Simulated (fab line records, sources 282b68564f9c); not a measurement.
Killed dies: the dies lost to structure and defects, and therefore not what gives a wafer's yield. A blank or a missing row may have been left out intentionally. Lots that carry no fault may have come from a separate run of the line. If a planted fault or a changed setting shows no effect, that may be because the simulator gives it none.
2 desks looking at one fault | flow rit_cmos | each desk has only its own numbers; what lay behind them comes last

TOOL OWNER'S DESK, furnace-04
The tool's own readings at RIT_ACTIVE_OXIDATION_01 (target thk 46.8 nm, ox time 3360 s): means of the sampled wafers that have a number, for each lot that ran on this tool. The brackets show how far a lot's mean lies from the usual mean; more than 4 standard deviations puts the lot out of limits, marked OUT.
Columns: A = spike_tc_centre_C at RIT_ACTIVE_OXIDATION_01, usual 1003.2 C; B = spike_tc_load_C at RIT_ACTIVE_OXIDATION_01, usual 1025.7 C; C = spike_tc_source_C at RIT_ACTIVE_OXIDATION_01, usual 1025.5 C; D = tube_center_temp_C at RIT_ACTIVE_OXIDATION_01, usual 1000 C; E = tube_center_temp_C_max at RIT_ACTIVE_OXIDATION_01, usual 1002.6
lot  | first seen here | A                | B                 | C                | D                      | E
L739 | day 1 15:07     | 1004.0           | 1024.0            | 1026.1           | 1000                   | 1002.4
L740 | day 1 21:21     | 1003.7           | 1023.2            | 1027.6           | 1000                   | 1002.8
L745 | day 2 21:07     | 1003.2           | 1023.9            | 1026.9           | 1000                   | 1002.5
L746 | day 3 02:07     | 1027.6 (+14) OUT | 1048.8 (+8.2) OUT | 1051.9 (+16) OUT | 1025 (+99 or more) OUT | 1028.1 (+59) OUT
L747 | day 3 07:07     | 1028.6 (+15) OUT | 1048.2 (+8.0) OUT | 1051.6 (+15) OUT | 1025 (+99 or more) OUT | 1028.0 (+59) OUT
L749 | day 3 17:07     | 1028.6 (+15) OUT | 1048.4 (+8.1) OUT | 1052.1 (+16) OUT | 1025 (+99 or more) OUT | 1027.4 (+58) OUT
This desk's finding: out of limits on L746, L747, L749; first on L746, day 3 02:07 (spike_tc_centre_C at RIT_ACTIVE_OXIDATION_01). L739, L740, L745: within limits.

AT THE METROLOGY DESK
Means of the sampled wafers that have a number, per lot and without regard to the tool the lot ran on: this is what the gauges read. The brackets show how far a lot's mean lies from the usual mean; more than 4 standard deviations puts the lot out of limits, marked OUT.
Columns: A = ACTIVE_OXIDE_THK at RIT_ACTIVE_THK_MEAS_02, usual 47.0 nm; B = PLDD_TW at RIT_PLDD_TW_MEAS_10, usual 2332; C = M1_BOW at RIT_M1_BOW_MEAS_16, usual 17 um
lot  | first seen here | A              | B    | C
L738 | day 1 12:05     | 46.4           | 2331 | 20
L739 | day 1 17:04     | 47.5           | 2338 | 18
L740 | day 1 23:18     | 47.2           | 2345 | 12
L742 | day 2 08:04     | 46.2           | 2343 | 14
L745 | day 2 23:04     | 47.3           | 2363 | 18
L746 | day 3 04:03     | 59.0 (+15) OUT | 2350 | 22
L747 | day 3 09:04     | 59.9 (+16) OUT | 2298 | 8
L749 | day 3 19:03     | 58.3 (+14) OUT | 2343 | 22
L753 | day 4 15:03     | 47.4           | 2305 | 21
L754 | day 4 20:05     | 47.1           | 2304 | 13
L755 | day 5 01:03     | 47.3           | 2306 | 19
L757 | day 5 13:32     | 47.8           | 2309 | 22
L758 | day 5 16:32     | 46.6           | 2371 | 21
L759 | day 5 21:03     | 46.9           | 2347 | 15
L761 | day 6 08:47     | 47.8           | 2318 | 15
Per this desk, out of limits: L746, L747, L749; the first was L746, day 3 04:03 (ACTIVE_OXIDE_THK at RIT_ACTIVE_THK_MEAS_02). L738, L739, L740, L742, L745, L753, L754, L755, L757, L758, L759, L761: within limits.

ALL TOGETHER
The tool owner's desk could have raised an alarm at day 3 02:07, on L746, L747, L749.
L746, L747, L749 would have let the metrology desk raise an alarm at day 3 04:03.
All the named lots went through RIT_ACTIVE_OXIDATION_01 on furnace-04.

WHAT THE SIMULATOR HAD PUT IN
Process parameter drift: furnace-04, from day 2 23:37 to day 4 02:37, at RIT_ACTIVE_OXIDATION_01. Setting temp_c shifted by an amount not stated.
Struck lots among those shown: L746, L747, L749.
Delay (hours) between the fault's onset and each desk's first out-of-limits reading: 2 at the tool owner's desk, 4 at the metrology desk.
